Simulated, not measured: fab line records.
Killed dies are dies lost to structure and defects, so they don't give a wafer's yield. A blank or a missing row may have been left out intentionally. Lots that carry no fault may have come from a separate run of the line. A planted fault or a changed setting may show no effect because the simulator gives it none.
8D (eight disciplines) problem report, filled in by code -- flow ritCmos -- the parts of the form that need people (team, actions taken, sign-off) are left out

== 1. WHAT WENT WRONG ==
NSD_TW at RIT_NSD_TW_MEAS_10 reads a mean of 2892 on 6 wafers of 2 lots; wafers without a fault read 3131 with a standard deviation of 15. That puts it -16 standard deviations away from the usual mean.
Seen first at day 6 14:55 on filmMetro-02, wafer L360.1. Wafers with a number at this step in the record: 42, from 14 lots. The rule behind "out" and "out of limits": a value lying over 4 standard deviations away from the usual mean. The other wafers with a number count as sound.

== 2. WHAT IT IS, AND WHAT IT ISN'T ==
question,is,is not
which readings at this step,NSD_TW,-
which lots,"L360, L362","L343, L345, L347, L348, L349, L350, L351, L352, L353, L354, L357, L363"
which wafers of those lots,all that have a number,-
read on which gauges,"filmMetro-02, filmMetro-04",filmMetro-03
when,from day 6 14:55,up to then (33 sound wafers); but 3 sound wafers of L363 came after

== 3. THE SUSPECTS, EACH WITH WHAT RULES IT OUT ==
Counting: any tool at a process step up to the reading is kept as a suspect provided that every lot that is out went through it and no sound lot did after the first of them.
- the gauge at RIT_NSD_TW_MEAS_10: ruled out. 2 gauges (filmMetro-02, filmMetro-04) read the wafers that are out.
- lithoTrack-04 at RIT_GATE_SOFTBAKE_12 (time 61.23 s): kept. It ran every lot that is out, first L360 (day 6 00:49), and no sound lot after that; its last sound lot up to then is L354 (day 4 19:00).
- implanter-01 at RIT_NSD_IMPLANT_08: kept. It ran every lot that is out, first L360 (day 6 14:35), and no sound lot after that; its last sound lot up to then is L354 (day 5 06:22). On those wafers its own readings are out: doseIonsCm2, faradayCurrentUA.
Left after counting: lithoTrack-04 at RIT_GATE_SOFTBAKE_12, implanter-01 at RIT_NSD_IMPLANT_08.

== 4. THE CAUSE (what the simulator had put in) ==
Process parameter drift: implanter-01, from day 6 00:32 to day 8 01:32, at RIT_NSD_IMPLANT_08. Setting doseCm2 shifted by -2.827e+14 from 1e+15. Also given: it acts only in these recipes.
After counting, 2 suspects remain, this tool included.

== 5. THE CHAIN OF EFFECTS, in route order ==
Each row: a reading where the mean over the struck wafers with a number is more than 3 standard deviations away from the usual. Readings are gone through only where the record gives a usual standard deviation; hours: the median, over the lots, of the time from a lot's start at the first step in this table giving one to that lot's start at this step; sigmas: the change measured in usual standard deviations.
hours,step,reading,usual,on struck wafers,change,sigmas
0,RIT_NSD_IMPLANT_08,doseIonsCm2,1.0002e+15,7.1710e+14,-2.8310e+14,-99 or more
0,RIT_NSD_IMPLANT_08,faradayCurrentUA,3129,2260,-869,-15
0,RIT_NSD_TW_MEAS_10,NSD_TW,3131,2892,-238,-16
2,RIT_SDANNEAL_RS_MEAS_05,NSD_RS,84.36 ohm/sq,110.64,+26.28,+91
Here are the process steps it includes:
- RIT_NSD_IMPLANT_08

== 6. WHAT WOULD HAVE CAUGHT IT SOONER ==
14 hours passed between the start of the fault at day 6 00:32 and the first reading out of limits at a measuring or inspecting step in this record, taken at day 6 14:55.
At RIT_NSD_IMPLANT_08, the tool's own readings (doseIonsCm2, faradayCurrentUA) were out on each struck wafer the step has a row for, so an alarm limit on them would have fired on the first such wafer.
Among the 2 lots that are out, L362 began RIT_NSD_IMPLANT_08 on implanter-01 after day 6 14:55. Holding the tool at that time would have saved it.
